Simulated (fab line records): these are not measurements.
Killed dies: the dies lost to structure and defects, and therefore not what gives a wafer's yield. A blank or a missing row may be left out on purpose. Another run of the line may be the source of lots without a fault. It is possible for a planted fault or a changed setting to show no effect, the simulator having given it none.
The tool behind it: which one? | flow rit-cmos | 13 lots, 39 wafers sampled, at 4 steps of a route of 202

WHAT THE GAUGES SHOWED, per wafer
RIT_ACTIVE_BOW_MEAS_00. Usual: INCOMING_BOW 0 um, standard deviation 7.
lot  | measured    | on            | INCOMING_BOW (um) | flag
L301 | day 1 10:04 | film-metro-02 | -11 -9 -7         |
L302 | day 1 15:04 | film-metro-01 | 11 -1 -1          |
L304 | day 2 01:01 | film-metro-02 | -12 -1 -13        |
L305 | day 2 06:00 | film-metro-03 | -10 0 -2          |
L306 | day 2 11:00 | film-metro-03 | -10 3 -4          |
L307 | day 2 16:02 | film-metro-01 | 7 10 -18          |
L311 | day 3 12:01 | film-metro-01 | 13 -3 11          |
L316 | day 4 13:00 | film-metro-01 | 3 -16 -6          |
L317 | day 4 18:02 | film-metro-03 | 5 0 -9            |
L319 | day 5 04:02 | film-metro-02 | 3 -2 10           |
L320 | day 5 09:00 | film-metro-03 | -9 3 6            |
L321 | day 5 14:01 | film-metro-03 | -2 -2 1           |
L322 | day 5 19:01 | film-metro-03 | -11 8 -7          |

RIT_PLDD_OVL_MEAS_06. Usual: PLDD_OVL 0.6 nm, standard deviation 1.5.
lot  | measured    | on         | PLDD_OVL (nm)  | flag
L301 | day 3 01:11 | overlay-01 | -0.1 -0.7 0.3  |
L302 | day 3 07:12 | overlay-01 | 1.5 0.6 1.8    |
L304 | day 3 16:48 | overlay-01 | -0.6 -1.7 0.4  |
L305 | day 3 21:27 | overlay-01 | -0.4 1.6 0.3   |
L306 | day 4 01:12 | overlay-01 | 0.5 -0.7 0.4   |
L307 | day 4 08:25 | overlay-01 | 1.1 0.8 1.3    |
L311 | day 5 03:47 | overlay-02 | 1.5 -0.1 -0.2  |
L316 | day 6 04:01 | overlay-01 | 0.8 1.3 -0.2   |
L317 | day 6 06:43 | overlay-01 | -1.0 -2.7 -2.5 |
L319 | day 6 19:01 | overlay-01 | 4.1 3.0 1.9    |
L320 | day 6 20:02 | overlay-02 | 0.4 0.6 0.6    |
L321 | day 6 23:46 | overlay-02 | 0.0 -0.4 -0.8  |
L322 | day 7 08:09 | overlay-01 | 1.0 0.3 3.0    |

RIT_M1_CD_MEAS_09 targets a cd of 2600 nm. Usual: cd-nm reads 2601.6 nm (standard deviation 2.4).
lot  | measured    | on        | cd-nm (nm)                                | flag
L301 | day 3 12:50 | cd-sem-02 | 2602.3 2603.6 2601.3                      |
L302 | day 3 18:37 | cd-sem-01 | 2602.2 2601.7 2601.7                      |
L304 | day 4 04:04 | cd-sem-02 | 2597.4 2597.5 2598.6                      |
L305 | day 4 08:32 | cd-sem-01 | 2599.5 2600.8 2599.8                      |
L306 | day 4 13:23 | cd-sem-02 | 2596.6 2599.3 2597.6                      |
L307 | day 4 19:44 | cd-sem-01 | 2250.4 2247.5 2248.3 2250.4 2247.8 2248.6 | OFF
L311 | day 5 16:10 | cd-sem-02 | 2603.3 2605.6 2604.9                      |
L316 | day 6 15:31 | cd-sem-02 | 2604.2 2603.5 2601.1                      |
L317 | day 6 19:24 | cd-sem-02 | 2600.0 2598.7 2599.3                      |
L319 | day 7 06:13 | cd-sem-01 | 2605.6 2607.1 2606.0                      |
L320 | day 7 08:17 | cd-sem-02 | 2602.3 2602.5 2602.6                      |
L321 | day 7 12:00 | cd-sem-02 | 2599.0 2597.4 2599.0                      |
L322 | day 7 19:10 | cd-sem-02 | 2602.8 2601.6 2602.0                      |

EACH LOT AND THE TOOL THAT RAN IT (in order: tool; ch and the chambers of the sampled wafers; start)
lot  | RIT_M1_EXPOSE_06
L301 | iline-stepper-02 ch 0, day 3 12:17
L302 | iline-stepper-01 ch 0, day 3 18:11
L304 | iline-stepper-02 ch 0, day 4 03:38
L305 | iline-stepper-02 ch 0, day 4 08:07
L306 | iline-stepper-02 ch 0, day 4 12:56
L307 | iline-stepper-02 ch 0, day 4 19:18
L311 | iline-stepper-01 ch 0, day 5 15:44
L316 | iline-stepper-01 ch 0, day 6 15:05
L317 | iline-stepper-02 ch 0, day 6 18:58
L319 | iline-stepper-01 ch 0, day 7 05:47
L320 | iline-stepper-01 ch 0, day 7 07:52
L321 | iline-stepper-02 ch 0, day 7 11:34
L322 | iline-stepper-02 ch 0, day 7 18:44
- RIT_M1_EXPOSE_06: exposes mask M12, target cd 2600 nm.

AS READ BY THE TOOLS THEMSELVES (means over the sampled wafers that have a number; for cases with no such wafer, the mark the record gives instead)
RIT_M1_EXPOSE_06. Usual: stage-vel-mm-s 499.92 mm/s, standard deviation 0.26.
lot  | tool             | stage-vel-mm-s (mm/s) | flag
L301 | iline-stepper-02 | 499.80                |
L302 | iline-stepper-01 | 499.74                |
L304 | iline-stepper-02 | 499.81                |
L305 | iline-stepper-02 | 500.12                |
L306 | iline-stepper-02 | 499.79                |
L307 | iline-stepper-02 | 499.65                |
L311 | iline-stepper-01 | 499.93                |
L316 | iline-stepper-01 | 499.91                |
L317 | iline-stepper-02 | 500.22                |
L319 | iline-stepper-01 | 500.05                |
L320 | iline-stepper-01 | 499.95                |
L321 | iline-stepper-02 | 500.43                |
L322 | iline-stepper-02 | 499.59                |

THE ANSWER, worked out from the rows above alone
Rule: lot off if the mean of its wafers having a number is beyond 3 standard deviations from the usual mean. Also off: a lot with no number at a reading for which 4 or more lots have one. All remaining lots with rows at the step are treated as sound. The gauges are gone through in route order, then the tools' own readings, and for those a lot's mean is taken as printed above. The first step at which some lot is off is used, and at that step the reading that is off furthest; a lot without a number counts as furthest.
Off: L307, at RIT_M1_CD_MEAS_09 (cd-nm).
A tool fits if, at a process step before that reading, it ran every lot that is off, and no sound lot after the first of them. Gauges at RIT_M1_CD_MEAS_09: tried the same way as those tools. Not one of the candidates tried fits.

WHAT THE SIMULATOR HAD INSERTED
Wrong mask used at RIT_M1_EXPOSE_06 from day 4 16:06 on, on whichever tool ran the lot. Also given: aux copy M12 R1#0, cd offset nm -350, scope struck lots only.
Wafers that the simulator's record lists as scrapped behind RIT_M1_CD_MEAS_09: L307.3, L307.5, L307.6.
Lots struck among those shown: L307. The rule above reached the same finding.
